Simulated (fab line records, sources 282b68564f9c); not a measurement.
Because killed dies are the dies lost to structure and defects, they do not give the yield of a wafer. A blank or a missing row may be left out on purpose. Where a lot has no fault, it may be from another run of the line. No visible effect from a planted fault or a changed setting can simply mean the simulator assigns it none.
fab line records	flow rit_cmos
record lots=6	wafers=18	last_day=6
route steps=202 shown PLDD@116 SPACER@125 NSD@131 PSD@142 SDANNEAL@153 SILICIDE@161 M1@202
lots that met no fault: from a run of the same line without faults
start_h: the number of hours between the record's first day and the start of the first shown wafer of the lot	wait_h: hours elapsed since this lot's preceding step	" unchanged from the row above	L1.1+2: one row covering several wafers at once	- no value present, or no start provided	* or withheld: withheld	< > ~ a bound
route shown NAME@n: names a module that has steps shown in the file, with the first one's number in the route	usual: average and standard deviation across the fault-free wafers	same: alike in all rows	chamber/n: place in a boat	sites: readings site by site	_std_site: standard deviation of those values	_edge_site: the outer-site mean with the inner-site mean subtracted	radius_mm: for every site, how far away it sits from the centre of the wafer	mask NAME#n: copy n	behind: the tool/chamber that last shaped the wafer	hold: why the lot was held/for how many hours/how that ended	device: which transistor (n, p or np) failed to switch	end of line: tests run on the same wafers once the route is complete	where a step has no rows: the recipe by itself	killed: not the wafer's yield, but the dies lost to structure and defects at the first sort	map: dies across one wafer; x = killed, . = not, _ = none there
set.NAME: the run value of the setting; set.NAME@STEP: its run value at that earlier step	model.NAME: the simulator's own value behind a step, which no gauge read
lots at some steps of the route; a table a step, a row a wafer
services: the hour from which a tool's chamber was out of use, counted from the record's first day as start_h (under 0 if before that day), plus the number of hours and why
## steps
# step RIT_PLDD_SOFTBAKE_02
# recipe resist=NOVOLAK	temp_c=90	time_s=60
# step RIT_PLDD_EXPOSE_03
# recipe mask_id=M8	na=0.57	target_cd_nm=40900	dose_mj=250
# step RIT_PLDD_PEB_04
# recipe resist=NOVOLAK	temp_c=withheld	time_s=withheld
# step RIT_PLDD_DEVELOP_05
# recipe resist=NOVOLAK	develop_time_s=50	dev_temp_c=23
# step RIT_PLDD_OVL_MEAS_06
# usual PLDD_OVL=0.0/1.1
lot.wafer	tool	chamber	start_h	wait_h	PLDD_OVL[nm]
L777.2	overlay-02	-	48.62	-	-0.6
L777.4	"	-	"	"	0.8
L777.5	"	-	"	"	0.6
L779.2	overlay-02	-	58.54	-	0.2
L779.3	"	-	"	"	-1.3
L779.4	"	-	"	"	-1.0
L784.4	overlay-01	-	83.58	-	-1.1
L784.5	"	-	"	"	-0.2
L784.6	"	-	"	"	-1.1
L787.1	overlay-01	-	97.13	-	-1.8
L787.5	"	-	"	"	-1.8
L787.6	"	-	"	"	-1.9
L792.1	overlay-02	-	122.54	-	0.3
L792.5	"	-	"	"	0.9
L792.6	"	-	"	"	-0.2
L793.2	overlay-01	-	129.04	-	0.0
L793.3	"	-	"	"	-0.7
L793.6	"	-	"	"	-1.9
# step RIT_PLDD_HARDBAKE_07
# recipe resist=NOVOLAK	temp_c=140	time_s=60
# step RIT_PLDD_IMPLANT_08
# recipe species=BF2	energy_kev=20	dose_cm2=9e+14	tilt_deg=7
# step RIT_PLDD_STRIP_09
# recipe chemistry=O2	time_s=180	resist=NOVOLAK	platen_temp_c=withheld	power_w=500	pressure_mtorr=4000	o2_flow_sccm=4000
# usual drypump_motor_current_A=5.6/0.36
# same time_s=180
lot.wafer	tool	chamber	start_h	wait_h	drypump_motor_current_A	rf_hours_counter_h
L777.2	plasma_asher-04	0	48.95	0.1	5.9	42
L777.4	"	1	"	"	5.7	-
L777.5	"	1	"	"	5.7	-
L779.2	plasma_asher-04	0	58.87	0.1	5.9	43
L779.3	"	1	"	"	5.7	-
L779.4	"	0	"	"	5.9	-
L784.4	plasma_asher-04	0	83.96	0.1	5.8	-
L784.5	"	1	"	"	5.7	-
L784.6	"	0	"	"	5.9	-
L787.1	plasma_asher-01	1	97.47	0.1	5.2	22
L787.5	"	1	"	"	5.2	-
L787.6	"	0	"	"	5.2	-
L792.1	plasma_asher-02	1	122.87	0.1	5.2	52
L792.5	"	1	"	"	5.1	-
L792.6	"	0	"	"	6.2	-
L793.2	plasma_asher-01	1	129.37	0.1	5.2	26
L793.3	"	1	"	"	5.2	-
L793.6	"	1	"	"	5.2	-
# step RIT_PLDD_TW_MEAS_10
# usual PLDD_TW=2345/23
lot.wafer	tool	chamber	start_h	wait_h	PLDD_TW
L777.2	film_metro-03	-	49.14	0.1	2358
L777.4	"	-	"	"	2358
L777.5	"	-	"	"	2363
L779.2	film_metro-03	-	59.05	0.1	2365
L779.3	"	-	"	"	2353
L779.4	"	-	"	"	2352
L784.4	film_metro-01	-	84.11	0.1	2357
L784.5	"	-	"	"	2357
L784.6	"	-	"	"	2360
L787.1	film_metro-03	-	97.64	0.1	2362
L787.5	"	-	"	"	2362
L787.6	"	-	"	"	2359
L792.1	film_metro-04	-	123.05	0.1	2318
L792.5	"	-	"	"	2320
L792.6	"	-	"	"	2316
L793.2	film_metro-04	-	129.56	0.1	2319
L793.3	"	-	"	"	2320
L793.6	"	-	"	"	2327
# step RIT_SPACER_CLEAN_00
# recipe chemistry=SC1	mix=3:3:50	time_s=600	temp_c=75
# step RIT_SPACER_CLEAN_01
# recipe chemistry=dHF	dilution=50:1	time_s=30
# step RIT_SPACER_CLEAN_02
# recipe chemistry=SC2	mix=3:3:50	time_s=600	temp_c=75	dry=n2_spin
# step RIT_SPACER_CVD_03
# recipe material=Si3N4	target_thk_nm=250	temp_c=810	precursor=SiH2Cl2/NH3	time_s=3300	pressure_mtorr=300	sih2cl2_flow_sccm=60	nh3_flow_sccm=150
lot.wafer	tool	chamber	start_h	wait_h	model.Si3N4_of_SPACER_CVD_03.thk_nm
L777.2	lpcvd-01	1	49.55	0.0	249.1
L777.4	"	1	"	"	246.6
L777.5	"	1	"	"	249.6
L779.2	lpcvd-02	0	59.47	0.0	250.2
L779.3	"	0	"	"	251.1
L779.4	"	0	"	"	251.7
L784.4	lpcvd-01	1	84.52	0.0	218.8
L784.5	"	1	"	"	218.5
L784.6	"	1	"	"	216.5
L787.1	lpcvd-01	1	98.26	0.0	216.4
L787.5	"	1	"	"	217.5
L787.6	"	1	"	"	218.2
L792.1	lpcvd-02	1	123.47	0.0	250
L792.5	"	1	"	"	247
L792.6	"	1	"	"	248.9
L793.2	lpcvd-02	0	129.97	0.0	253.7
L793.3	"	0	"	"	254
L793.6	"	0	"	"	254.8
# step RIT_SPACER_THK_MEAS_04
# recipe reads=Si3N4_of_SPACER_CVD_03
# usual SPACER_NITRIDE_THK=251.3/2.3
lot.wafer	tool	chamber	start_h	wait_h	hold	SPACER_NITRIDE_THK[nm]
L777.2	film_metro-04	-	51.48	0.0	-	249.2
L777.4	"	-	"	"	-	246.5
L777.5	"	-	"	"	-	249.7
L779.2	film_metro-02	-	61.39	0.0	-	250.2
L779.3	"	-	"	"	-	251.0
L779.4	"	-	"	"	-	251.7
L784.4	film_metro-02	-	86.47	0.0	await_dispo/0.2h/release	218.8
L784.5	"	-	"	"	await_dispo/0.2h/release	218.5
L784.6	"	-	"	"	await_dispo/0.2h/release	216.6
L784.4	film_metro-02	-	86.69	0.2	-	218.5
L784.5	"	-	"	"	-	218.3
L784.6	"	-	"	"	-	216.6
L787.1	film_metro-04	-	100.18	0.0	await_dispo/0.2h/release	216.5
L787.5	"	-	"	"	await_dispo/0.2h/release	217.3
L787.6	"	-	"	"	await_dispo/0.2h/release	218.3
L787.1	film_metro-04	-	100.41	0.2	-	216.5
L787.5	"	-	"	"	-	217.6
L787.6	"	-	"	"	-	218.1
L792.1	film_metro-02	-	125.39	0.0	-	250.1
L792.5	"	-	"	"	-	247.0
L792.6	"	-	"	"	-	248.7
L793.2	film_metro-02	-	131.90	0.0	-	253.6
L793.3	"	-	"	"	-	254.0
L793.6	"	-	"	"	-	254.8
# step RIT_SPACER_ETCHBACK_05
# recipe target_depth_a=2500	SF6_flow_sccm=30	CHF3_flow_sccm=30	target=Si3N4	chemistry=SF6/CHF3	pressure_mtorr=40	rf_w=250	time_s=240	stop_on=SiO2
# usual drypump_motor_current_A=5.7/0.46	oes_product_au=0.843/0.012	throttle_valve_pct=10.24/0.15
# same time_s=240
lot.wafer	tool	chamber	start_h	wait_h	hold	drypump_motor_current_A	oes_product_au	rf_hours_counter_h	throttle_valve_pct	model.etch.depth_nm
L777.2	rie_diel-02	3	51.53	0.0	-	6.0	0.839	130	9.99	249.1
L777.4	"	2	"	"	-	5.8	0.835	57	10.22	246.6
L777.5	"	1	"	"	-	5.7	0.856	-	10.22	249.6
L779.2	rie_diel-01	3	61.44	0.0	-	5.2	0.845	98	10.24	250.2
L779.3	"	0	"	"	-	5.5	0.818	114	10.45	251.1
L779.4	"	2	"	"	-	5.7	0.850	24	10.12	251.7
L784.4	rie_diel-04	1	92.89	6.2	await_dispo/6.2h/release	5.0	0.768	64	10.30	218.8
L784.5	"	0	"	"	await_dispo/6.2h/release	6.0	0.766	-	10.33	218.5
L784.6	"	1	"	"	await_dispo/6.2h/release	4.9	0.758	-	10.30	216.5
L787.1	rie_diel-01	3	105.57	5.2	await_dispo/5.1h/release	5.2	0.761	98	10.21	216.4
L787.5	"	3	"	"	await_dispo/5.1h/release	5.2	0.767	-	10.23	217.5
L787.6	"	2	"	"	await_dispo/5.1h/release	5.7	0.767	-	10.12	218.2
L792.1	rie_diel-01	3	125.45	0.1	-	5.1	0.839	99	10.23	250
L792.5	"	2	"	"	-	5.7	0.836	-	10.14	247
L792.6	"	1	"	"	-	6.4	0.820	-	10.38	248.9
L793.2	rie_diel-01	2	131.95	0.0	-	5.7	0.853	25	10.13	253.7
L793.3	"	1	"	"	-	6.4	0.831	151	10.35	254
L793.6	"	3	"	"	-	5.2	0.855	-	10.25	254.8
# step RIT_NSD_HMDS_00
# recipe prime_time_s=60	prime_temp_c=140
# step RIT_NSD_COAT_01
# recipe resist=NOVOLAK	spin_rpm=3250	resist_thk_nm=1000
# step RIT_NSD_SOFTBAKE_02
# recipe resist=NOVOLAK	temp_c=90	time_s=60
# step RIT_NSD_EXPOSE_03
# recipe mask_id=M9	na=0.57	target_cd_nm=40700	dose_mj=250
# step RIT_NSD_PEB_04
# recipe resist=NOVOLAK	temp_c=withheld	time_s=withheld
# step RIT_NSD_DEVELOP_05
# recipe resist=NOVOLAK	develop_time_s=50	dev_temp_c=23
# step RIT_NSD_OVL_MEAS_06
# usual NSD_OVL=0.0/1.4
lot.wafer	tool	chamber	start_h	wait_h	NSD_OVL[nm]
L777.2	overlay-02	-	52.72	-	1.0
L777.4	"	-	"	"	-1.2
L777.5	"	-	"	"	-1.1
L779.2	overlay-01	-	62.56	-	3.2
L779.3	"	-	"	"	2.5
L779.4	"	-	"	"	1.6
L784.4	overlay-02	-	93.92	-	-1.8
L784.5	"	-	"	"	-0.9
L784.6	"	-	"	"	-0.7
L787.1	overlay-02	-	106.90	-	0.9
L787.5	"	-	"	"	-3.2
L787.6	"	-	"	"	-0.5
L792.1	overlay-01	-	126.45	-	0.9
L792.5	"	-	"	"	1.1
L792.6	"	-	"	"	0.7
L793.2	overlay-01	-	133.08	-	0.8
L793.3	"	-	"	"	0.5
L793.6	"	-	"	"	-0.9
# step RIT_NSD_HARDBAKE_07
# recipe resist=NOVOLAK	temp_c=140	time_s=60
# step RIT_NSD_IMPLANT_08
# recipe species=P	energy_kev=25	dose_cm2=1e+15	tilt_deg=7
# step RIT_NSD_STRIP_09
# recipe chemistry=O2	time_s=180	resist=NOVOLAK	platen_temp_c=withheld	power_w=500	pressure_mtorr=4000	o2_flow_sccm=4000
# usual drypump_motor_current_A=5.8/0.59
# same time_s=180
lot.wafer	tool	chamber	start_h	wait_h	drypump_motor_current_A	rf_hours_counter_h
L777.2	plasma_asher-02	0	53.05	0.1	6.2	44
L777.4	"	1	"	"	5.1	-
L777.5	"	1	"	"	5.1	-
L779.2	plasma_asher-01	1	62.89	0.1	5.2	19
L779.3	"	0	"	"	5.2	-
L779.4	"	1	"	"	5.2	-
L787.1	plasma_asher-03	0	107.24	0.1	6.7	49
L787.5	"	0	"	"	6.6	-
L787.6	"	1	"	"	5.7	-
L792.1	plasma_asher-03	0	126.79	0.1	6.7	51
L792.5	"	1	"	"	5.7	-
L792.6	"	0	"	"	6.7	-
L793.2	plasma_asher-02	0	133.41	0.1	6.1	53
L793.3	"	1	"	"	5.1	-
L793.6	"	1	"	"	5.1	-
# step RIT_NSD_TW_MEAS_10
# usual NSD_TW=3119/31
lot.wafer	tool	chamber	start_h	wait_h	NSD_TW
L777.2	film_metro-01	-	53.24	0.1	3110
L777.4	"	-	"	"	3135
L777.5	"	-	"	"	3132
L779.2	film_metro-01	-	63.08	0.1	3133
L779.3	"	-	"	"	3123
L779.4	"	-	"	"	3134
L787.1	film_metro-03	-	107.41	0.1	3158
L787.5	"	-	"	"	3158
L787.6	"	-	"	"	3147
L792.1	film_metro-03	-	126.96	0.1	3145
L792.5	"	-	"	"	3156
L792.6	"	-	"	"	3156
L793.2	film_metro-04	-	133.60	0.1	3093
L793.3	"	-	"	"	3083
L793.6	"	-	"	"	3091
# step RIT_PSD_HMDS_00
# recipe prime_time_s=60	prime_temp_c=140
# step RIT_PSD_COAT_01
# recipe resist=NOVOLAK	spin_rpm=3250	resist_thk_nm=1000
# step RIT_PSD_SOFTBAKE_02
# recipe resist=NOVOLAK	temp_c=90	time_s=60
# step RIT_PSD_EXPOSE_03
# recipe mask_id=M10	na=0.57	target_cd_nm=40900	dose_mj=250
# step RIT_PSD_PEB_04
# recipe resist=NOVOLAK	temp_c=withheld	time_s=withheld
# step RIT_PSD_DEVELOP_05
# recipe resist=NOVOLAK	develop_time_s=50	dev_temp_c=23
# step RIT_PSD_OVL_MEAS_06
# usual PSD_OVL=0.1/1.2
lot.wafer	tool	chamber	start_h	wait_h	PSD_OVL[nm]
L777.2	overlay-02	-	54.27	-	1.9
L777.4	"	-	"	"	0.8
L777.5	"	-	"	"	1.6
L779.2	overlay-02	-	64.01	-	-1.0
L779.3	"	-	"	"	1.1
L779.4	"	-	"	"	1.2
L787.1	overlay-02	-	108.58	-	-0.9
L787.5	"	-	"	"	-0.7
L787.6	"	-	"	"	-0.1
L792.1	overlay-01	-	128.00	-	-0.7
L792.5	"	-	"	"	-1.2
L792.6	"	-	"	"	0.3
L793.2	overlay-01	-	134.63	-	1.8
L793.3	"	-	"	"	0.0
L793.6	"	-	"	"	0.1
# step RIT_PSD_HARDBAKE_07
# recipe resist=NOVOLAK	temp_c=140	time_s=60
# step RIT_PSD_IMPLANT_08
# recipe species=BF2	energy_kev=27	dose_cm2=5e+15	tilt_deg=7
# step RIT_PSD_STRIP_09
# recipe chemistry=O2	time_s=180	resist=NOVOLAK	platen_temp_c=withheld	power_w=500	pressure_mtorr=4000	o2_flow_sccm=4000
# usual drypump_motor_current_A=5.8/0.49
# same time_s=180
lot.wafer	tool	chamber	start_h	wait_h	drypump_motor_current_A	rf_hours_counter_h
L777.2	plasma_asher-03	1	54.60	0.1	5.7	44
L777.4	"	0	"	"	6.7	-
L777.5	"	1	"	"	5.7	-
L779.2	plasma_asher-04	1	64.34	0.1	5.7	44
L779.3	"	0	"	"	5.9	-
L779.4	"	1	"	"	5.7	-
L787.1	plasma_asher-02	0	109.04	0.1	6.1	49
L787.5	"	0	"	"	6.1	-
L787.6	"	1	"	"	5.1	-
L792.1	plasma_asher-02	1	128.33	0.1	5.1	52
L792.5	"	1	"	"	5.2	-
L792.6	"	0	"	"	6.2	-
L793.2	plasma_asher-02	0	134.96	0.1	6.2	53
L793.3	"	0	"	"	6.2	-
L793.6	"	0	"	"	6.2	-
# step RIT_PSD_TW_MEAS_10
# usual PSD_TW=3438/29
lot.wafer	tool	chamber	start_h	wait_h	PSD_TW
L777.2	film_metro-01	-	54.78	0.1	3432
L777.4	"	-	"	"	3430
L777.5	"	-	"	"	3436
L779.2	film_metro-03	-	64.52	0.1	3462
L779.3	"	-	"	"	3435
L779.4	"	-	"	"	3437
L787.1	film_metro-03	-	109.21	0.1	3462
L787.5	"	-	"	"	3466
L787.6	"	-	"	"	3459
L792.1	film_metro-03	-	128.51	0.1	3434
L792.5	"	-	"	"	3450
L792.6	"	-	"	"	3437
L793.2	film_metro-04	-	135.14	0.1	3375
L793.3	"	-	"	"	3400
L793.6	"	-	"	"	3393
# step RIT_SDANNEAL_CLEAN_00
# recipe chemistry=SC1	mix=3:3:50	time_s=600	temp_c=75
# step RIT_SDANNEAL_CLEAN_01
# recipe chemistry=dHF	dilution=50:1	time_s=30
# step RIT_SDANNEAL_CLEAN_02
# recipe chemistry=SC2	mix=3:3:50	time_s=600	temp_c=75	dry=n2_spin
# step RIT_SDANNEAL_RTA_03
# recipe temp_c=1050	time_s=5	idle_temp_c=600	ramp_up_c_per_s=342	ramp_down_c_per_s=171	cool_to_c=600	ambient=N2
# usual wafer_temp_C_max=1053.4/1.1
# same time_s=5
lot.wafer	tool	chamber	start_h	wait_h	wafer_temp_C_max
L777.2	rtp_anneal-01	0	55.22	0.0	1053.3
L777.4	"	0	"	"	1053.6
L777.5	"	0	"	"	1053.6
L779.2	rtp_anneal-01	0	64.95	0.0	1053.6
L779.3	"	0	"	"	1052.3
L779.4	"	0	"	"	1053.8
L787.1	rtp_anneal-01	0	110.21	0.0	1052.1
L787.5	"	0	"	"	1051.8
L787.6	"	0	"	"	1052.2
L792.1	rtp_anneal-02	0	128.93	0.0	1052.8
L792.5	"	0	"	"	1052.8
L792.6	"	0	"	"	1054.9
L793.2	rtp_anneal-01	0	135.57	0.0	1053.7
L793.3	"	0	"	"	1054.7
L793.6	"	0	"	"	1053.9
# step RIT_SDANNEAL_RS_MEAS_04
# recipe thk_meas_gauge=four-point-probe
# usual PSD_RS=115.9/0.33
lot.wafer	tool	chamber	start_h	wait_h	PSD_RS[ohm/sq]
L777.2	film_metro-04	-	55.34	0.1	115.8
L777.4	"	-	"	"	115.3
L777.5	"	-	"	"	115.2
L779.2	film_metro-01	-	65.02	0.1	115.9
L779.3	"	-	"	"	116.1
L779.4	"	-	"	"	115.7
L787.1	film_metro-04	-	110.26	0.0	115.3
L787.5	"	-	"	"	115.4
L787.6	"	-	"	"	115.5
L792.1	film_metro-03	-	128.99	0.0	115.9
L792.5	"	-	"	"	115.5
L792.6	"	-	"	"	115.8
L793.2	film_metro-04	-	135.64	0.1	115.6
L793.3	"	-	"	"	115.6
L793.6	"	-	"	"	116.0
# step RIT_SILICIDE_WET_ETCH_00
# recipe chemistry=BOE	target=SiO2	target_depth_nm=14	time_s=15	dry=n2_spin	dilution=10:1	temp_c=21.5
# same time_s=15
lot.wafer	tool	chamber	start_h	wait_h	model.Si3N4_of_SPACER_CVD_03.thk_nm
L777.2	wet_bench-04	3	55.80	0.1	193.9
L777.4	"	3	"	"	192.7
L777.5	"	3	"	"	195.5
L779.2+3	wet_bench-04	2	65.48	0.1	195.4
L779.4	"	2	"	"	196.2
L787.1	wet_bench-03	1	110.90	0.1	169.1
L787.5	"	1	"	"	169.8
L787.6	"	1	"	"	170.6
L792.1	wet_bench-04	3	129.47	0.1	194
L792.5	"	3	"	"	192.6
L792.6	"	3	"	"	194.3
L793.2+6	wet_bench-04	2	136.10	0.1	197.9
L793.3	"	2	"	"	198.7
# step RIT_M1_PROBE_99
# usual killed_at_front_end=7.5/2.8	killed_dies=7.6/2.8	killed_open=3.9/2.1	killed_short=3.7/1.7
# same gross_dies=264	killed_at_M0_to_M3=0	killed_at_M4_up=0	killed_at_back_side=0	killed_at_contacts=0	killed_at_other=0
lot.wafer	tool	chamber	start_h	wait_h	killed_at_front_end	killed_dies	killed_open	killed_short
L777.2	prober-02	-	62.74	0.1	6	6	3	3
L777.4	prober-02	-	62.84	0.2	8	8	6	2
L777.5	prober-02	-	62.89	0.2	7	7	5	2
L787.1	prober-02	-	118.13	0.1	9	9	5	4
L787.5	prober-02	-	118.33	0.2	8	8	5	3
L787.6	prober-02	-	118.38	0.2	4	4	1	3
L792.1	prober-01	-	136.31	0.1	5	5	2	3
L792.5	prober-01	-	136.51	0.2	6	6	4	2
L792.6	prober-01	-	136.56	0.2	5	5	2	3
L793.2	prober-02	-	143.20	0.1	13	13	5	8
L793.3	prober-02	-	143.25	0.2	7	7	3	4
L793.6	prober-02	-	143.40	0.2	9	9	3	6
# killed by level:class
L777.2 GATE:geometric_particle:short=2 FOX1:geometric_particle:open=1 FOX1:geometric_particle:short=1 FOX2:geometric_particle:open=1 GATE:geometric_particle:open=1
L777.4 GATE:geometric_particle:open=3 FOX1:geometric_particle:short=2 FOX2:geometric_particle:open=2 REOX:geometric_particle:open=1
L777.5 GATE:geometric_particle:open=3 FOX1:geometric_particle:short=1 REOX:geometric_particle:short=1 SPACER:geometric_particle:open=1 SILICIDE:geometric_particle:open=1
L787.1 GATE:geometric_particle:short=3 GATE:geometric_particle:open=2 SPACER:geometric_particle:open=2 REOX:geometric_particle:open=1 SPACER:geometric_particle:short=1
L787.5 GATE:geometric_particle:open=3 SPACER:geometric_particle:short=3 SPACER:geometric_particle:open=2
L787.6 SILICIDE:geometric_particle:short=1 GATE:geometric_particle:short=1 REOX:geometric_particle:short=1 REOX:geometric_particle:open=1
L792.1 GATE:geometric_particle:short=2 SPACER:geometric_particle:open=1 SILICIDE:geometric_particle:open=1 SILICIDE:geometric_particle:short=1
L792.5 SPACER:geometric_particle:open=3 GATE:geometric_particle:short=1 SPACER:geometric_particle:short=1 SILICIDE:geometric_particle:open=1
L792.6 FOX1:geometric_particle:short=1 REOX:geometric_particle:open=1 SPACER:geometric_particle:short=1 SILICIDE:geometric_particle:short=1 SILICIDE:geometric_particle:open=1
L793.2 GATE:geometric_particle:short=3 FOX1:geometric_particle:short=2 FOX1:geometric_particle:open=2 GATE:geometric_particle:open=2 FOX2:geometric_particle:short=1 REOX:geometric_particle:short=1 REOX:geometric_particle:open=1 SPACER:geometric_particle:short=1
L793.3 SILICIDE:geometric_particle:short=2 FOX1:geometric_particle:short=1 FOX2:geometric_particle:open=1 GATE:geometric_particle:short=1 SPACER:geometric_particle:open=1 SILICIDE:geometric_particle:open=1
L793.6 SILICIDE:geometric_particle:short=3 FOX1:geometric_particle:short=2 FOX1:geometric_particle:open=1 FOX2:geometric_particle:open=1 GATE:geometric_particle:short=1 SILICIDE:geometric_particle:open=1
## services
tool	chamber	start_h	hours	kind
rie_diel-02	2	59.42	3.3	repair
rie_diel-04	3	91.18	26.1	repair
lpcvd-01	-	93.53	4.3	pm
plasma_asher-04	-	108.75	9.0	pm
plasma_asher-04	0	108.75	9.0	vent_cycle
plasma_asher-04	1	108.75	9.0	vent_cycle
plasma_asher-04	0	117.75	-	clean
plasma_asher-04	1	117.75	-	clean
rie_diel-04	3	123.26	11.2	repair
rie_diel-02	1	131.27	15.7	repair
plasma_asher-03	-	132.28	2.8	pm
## key
first_sign step=RIT_SPACER_THK_MEAS_04	reading=visit	direction=added
effect step=RIT_SPACER_THK_MEAS_04	reading=SPACER_NITRIDE_THK	direction=down	sigmas=15	usual=251.3	struck=217.7
effect step=RIT_SPACER_ETCHBACK_05	reading=oes_product_au	direction=down	sigmas=6.4	usual=0.843	struck=0.765
model_effect step=RIT_SPACER_CVD_03	value=Si3N4_of_SPACER_CVD_03.thk_nm	without=250.2	struck=217.7
model_effect step=RIT_SPACER_ETCHBACK_05	value=etch.depth_nm	without=250.2	struck=217.7
model_effect step=RIT_SILICIDE_WET_ETCH_00	value=Si3N4_of_SPACER_CVD_03.thk_nm	without=195.4	struck=169.8
met_at RIT_SPACER_CVD_03
struck_wafers L784.4,L784.5,L784.6,L787.1,L787.5,L787.6
rows_end L784.4,L784.5,L784.6
tester_left_out L787
onset_between 49.55 84.52
fault kind=process_parameter_drift	tool=lpcvd-01	chamber=-	onset_h=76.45	steps=RIT_SPACER_CVD_03	channel=target_thk_nm	offset=-32.5	shape=step	end_h=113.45	acts_in=these_recipes_only	stated=250
# tester_left_out: of these lots the tester's yield and bins aren't shown, on N5 and GAA mostly nor the transistor test; their killed dies are dies lost to structure and defects alone, not to doping, threshold or leakage, so they don't give the yield
# rows_end: these wafers met a further fault down the route, and their rows from its step on are left out
